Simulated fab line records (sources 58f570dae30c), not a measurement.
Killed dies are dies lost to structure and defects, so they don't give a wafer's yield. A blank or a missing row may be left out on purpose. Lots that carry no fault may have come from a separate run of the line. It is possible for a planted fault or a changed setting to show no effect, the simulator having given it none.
Split-lot study :: flow berkeley cmos170 :: route with 331 steps; 5 lots, 27 wafers read

== ABOUT THE SPLIT ==
At UCB170_SDANNEAL_RTA_01 (time 5 s), the setting time s was moved away from the recipe's 5 s on 9 of the 27 wafers read, by -35.7% to +42.8%. For the rest of the wafers, this setting stayed at what the recipe calls for.

== FROM THE SPLIT TO THE READING: what the file shows between them, 2 steps ==
- UCB170_SDANNEAL_RS_MEAS_02: measures by four-point-probe
- UCB170_SDANNEAL_RS_MEAS_03: measures by four-point-probe

== THE READING ==
Measured at UCB170_SDANNEAL_RS_MEAS_04 by four-point probe: PLDD_RS, in ohm/sq. A value of 1031 ohm/sq with a standard deviation of 3.1 ohm/sq is what fault-free wafers of this fab line usually give.

wafer: L075.1
tool, chamber at the split: rtp anneal-01, 0
time s as run, s: 7.138
against the recipe: +42.8%
PLDD_RS, ohm/sq: 1022
against lot-mates on the recipe: -11

wafer: L075.2
tool, chamber at the split: rtp anneal-01, 0
time s as run, s: 5
against the recipe: recipe
PLDD_RS, ohm/sq: 1032
against lot-mates on the recipe: -

wafer: L075.3
tool, chamber at the split: rtp anneal-01, 0
time s as run, s: 7.138
against the recipe: +42.8%
PLDD_RS, ohm/sq: 1023
against lot-mates on the recipe: -10

wafer: L075.4
tool, chamber at the split: rtp anneal-01, 0
time s as run, s: 7.138
against the recipe: +42.8%
PLDD_RS, ohm/sq: 1022
against lot-mates on the recipe: -11

wafer: L075.5
tool, chamber at the split: rtp anneal-01, 0
time s as run, s: 5
against the recipe: recipe
PLDD_RS, ohm/sq: 1033
against lot-mates on the recipe: -

wafer: L075.6
tool, chamber at the split: rtp anneal-01, 0
time s as run, s: 5
against the recipe: recipe
PLDD_RS, ohm/sq: 1034
against lot-mates on the recipe: -

wafer: L076.1
tool, chamber at the split: rtp anneal-01, 0
time s as run, s: 5
against the recipe: recipe
PLDD_RS, ohm/sq: 1029
against lot-mates on the recipe: -

wafer: L076.2
tool, chamber at the split: rtp anneal-01, 0
time s as run, s: 3.216
against the recipe: -35.7%
PLDD_RS, ohm/sq: 1037
against lot-mates on the recipe: +7

wafer: L076.3
tool, chamber at the split: rtp anneal-01, 0
time s as run, s: 5
against the recipe: recipe
PLDD_RS, ohm/sq: 1029
against lot-mates on the recipe: -

wafer: L076.4
tool, chamber at the split: rtp anneal-01, 0
time s as run, s: 3.216
against the recipe: -35.7%
PLDD_RS, ohm/sq: 1037
against lot-mates on the recipe: +7

wafer: L076.5
tool, chamber at the split: rtp anneal-01, 0
time s as run, s: 3.216
against the recipe: -35.7%
PLDD_RS, ohm/sq: 1037
against lot-mates on the recipe: +7

wafer: L076.6
tool, chamber at the split: rtp anneal-01, 0
time s as run, s: 5
against the recipe: recipe
PLDD_RS, ohm/sq: 1031
against lot-mates on the recipe: -

wafer: L078.1
tool, chamber at the split: rtp anneal-02, 0
time s as run, s: 5
against the recipe: recipe
PLDD_RS, ohm/sq: 1030
against lot-mates on the recipe: -

wafer: L078.2
tool, chamber at the split: rtp anneal-02, 0
time s as run, s: 5
against the recipe: recipe
PLDD_RS, ohm/sq: 1029
against lot-mates on the recipe: -

wafer: L078.3
tool, chamber at the split: rtp anneal-02, 0
time s as run, s: 5
against the recipe: recipe
PLDD_RS, ohm/sq: 1029
against lot-mates on the recipe: -

wafer: L078.4
tool, chamber at the split: rtp anneal-02, 0
time s as run, s: 5
against the recipe: recipe
PLDD_RS, ohm/sq: 1031
against lot-mates on the recipe: -

wafer: L078.5
tool, chamber at the split: rtp anneal-02, 0
time s as run, s: 5
against the recipe: recipe
PLDD_RS, ohm/sq: 1028
against lot-mates on the recipe: -

wafer: L078.6
tool, chamber at the split: rtp anneal-02, 0
time s as run, s: 5
against the recipe: recipe
PLDD_RS, ohm/sq: 1030
against lot-mates on the recipe: -

wafer: L081.2
tool, chamber at the split: rtp anneal-01, 0
time s as run, s: 5
against the recipe: recipe
PLDD_RS, ohm/sq: 1032
against lot-mates on the recipe: -

wafer: L081.5
tool, chamber at the split: rtp anneal-01, 0
time s as run, s: 5
against the recipe: recipe
PLDD_RS, ohm/sq: 1029
against lot-mates on the recipe: -

wafer: L081.6
tool, chamber at the split: rtp anneal-01, 0
time s as run, s: 5
against the recipe: recipe
PLDD_RS, ohm/sq: 1031
against lot-mates on the recipe: -

wafer: L083.1
tool, chamber at the split: rtp anneal-01, 0
time s as run, s: 5
against the recipe: recipe
PLDD_RS, ohm/sq: 1029
against lot-mates on the recipe: -

wafer: L083.2
tool, chamber at the split: rtp anneal-01, 0
time s as run, s: 6.904
against the recipe: +38.1%
PLDD_RS, ohm/sq: 1023
against lot-mates on the recipe: -8

wafer: L083.3
tool, chamber at the split: rtp anneal-01, 0
time s as run, s: 5
against the recipe: recipe
PLDD_RS, ohm/sq: 1031
against lot-mates on the recipe: -

wafer: L083.4
tool, chamber at the split: rtp anneal-01, 0
time s as run, s: 6.904
against the recipe: +38.1%
PLDD_RS, ohm/sq: 1018
against lot-mates on the recipe: -13

wafer: L083.5
tool, chamber at the split: rtp anneal-01, 0
time s as run, s: 6.904
against the recipe: +38.1%
PLDD_RS, ohm/sq: 1023
against lot-mates on the recipe: -8

wafer: L083.6
tool, chamber at the split: rtp anneal-01, 0
time s as run, s: 5
against the recipe: recipe
PLDD_RS, ohm/sq: 1032
against lot-mates on the recipe: -

THE FIT
A straight line over all 27 wafers: PLDD_RS changes by -0.203 ohm/sq for each +1% of time s; r = -0.94; the points scatter about the line by 1.7 ohm/sq.
The same after taking each lot's own level away (the mean of its wafers on the recipe; 27 wafers): -0.233 ohm/sq for each +1%; r = -0.97; scatter 1.3 ohm/sq.
That fit puts the effect of the largest move of time s on the reading at 10 ohm/sq.
The span of the lots' own levels, 1029.5 to 1033.0 ohm/sq, comes to 1.1 times the standard deviation stated above.
Thus the slope moves with the lot-to-lot level: the two fits are different.
Check: with one of the wafers moved furthest among these (+42.8%) left out of the fit, the line predicts -10.1 ohm/sq for it against its lot-mates. It came out at -11 ohm/sq against them.

== OTHER SPLITS ON THESE WAFERS ==
Before the reading, these wafers also passed through other splits. Each is held against what the fit with the lots' levels taken away leaves over:
other split on the same wafers: UCB170_NWELL_ETCH_13 target depth a
wafers away from the commonest value: 9
r with PLDD_RS (lot level and that fit taken away): +0.21

other split on the same wafers: UCB170_ACTIVE_OXIDATION_02 ox time s
wafers away from the commonest value: 18
r with PLDD_RS (lot level and that fit taken away): +0.00

other split on the same wafers: UCB170_SPACER_CVD_00 time s
wafers away from the commonest value: 12
r with PLDD_RS (lot level and that fit taken away): +0.11

== THE WHOLE CHAIN: every reading that the file lists as answering this split, in the file's order ==
step: UCB170_SDANNEAL_RS_MEAS_02
what it does: measures by four-point-probe
reading: PSD_RS
change (the file's fit): -0.159 for each +1% of the setting
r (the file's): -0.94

step: UCB170_SDANNEAL_RS_MEAS_03
what it does: measures by four-point-probe
reading: NSD_RS
change (the file's fit): -0.0304 for each +1% of the setting
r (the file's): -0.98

step: UCB170_SDANNEAL_RS_MEAS_04
what it does: measures by four-point-probe
reading: PLDD_RS
change (the file's fit): -0.233 for each +1% of the setting
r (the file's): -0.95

== THE FILE'S OWN FIT ==
PLDD_RS changes by -0.233 ohm/sq for each +1% of time s, r = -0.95.
